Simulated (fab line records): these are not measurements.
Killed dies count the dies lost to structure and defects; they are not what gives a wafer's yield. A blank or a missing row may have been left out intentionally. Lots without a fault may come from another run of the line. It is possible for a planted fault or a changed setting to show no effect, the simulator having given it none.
Chamber matching | flow berkeley-cmos170 | UCB170_V2_ETCH_14 on rie-diel-04 has 4 sister chambers
The step etches SiO2 in CHF3/CF4/Ar, stops on Al, target depth 1250 nm, time 291 s. 8 wafers are shown with their chamber, then 8 later ones without.

WAFERS WITH THEIR CHAMBER
wafer  | chamber | throttle-valve-pct (%) | drypump-motor-current-A (A)
L266.3 | 2       | 6.94                   | 5.80
L268.3 | 1       | 7.11                   | 5.58
L268.4 | 3       | 6.94                   | 5.49
L268.6 | 0       | 6.77                   | 5.69
L280.4 | 1       | 7.12                   | 5.58
L280.5 | 0       | 6.75                   | 5.71
L280.6 | 3       | 6.95                   | 5.50
L279.1 | 2       | 6.95                   | 5.76

WAFERS MISSING THEIR CHAMBER
wafer  | throttle-valve-pct (%) | drypump-motor-current-A (A)
L279.4 | 7.11                   | 5.59
L279.5 | 6.78                   | 5.69
L287.2 | 6.94                   | 5.45
L287.3 | 6.78                   | 5.74
L287.6 | 6.79                   | 5.75
L286.1 | 7.12                   | 5.58
L286.4 | 7.11                   | 5.57
L286.5 | 6.93                   | 5.50

WHICH CHAMBER EACH WENT THROUGH
wafer  | from the rows above | in truth
L279.4 | 1                   | 1
L279.5 | 0                   | 0
L287.2 | 3                   | 3
L287.3 | 0                   | 0
L287.6 | 0                   | 0
L286.1 | 1                   | 1
L286.4 | 1                   | 1
L286.5 | 3                   | 3
Correctly placed: 8 of 8. Can't be placed from these rows: 0. Wrongly placed: 0.
How it was worked out, from the rows above alone: a wafer's distance from a chamber is the root of the sum, over the readings, of the square of ((its reading less the chamber's mean) divided by the reading's scatter). If the next closest chamber is less than 2 further off than the closest, the wafer can't be placed; otherwise it belongs to the closest. Each chamber's mean is taken over the wafers shown for it. The scatter: the root of (the sum of the squares of (reading less its chamber's mean) over the shown wafers, divided by (wafers less chambers)).
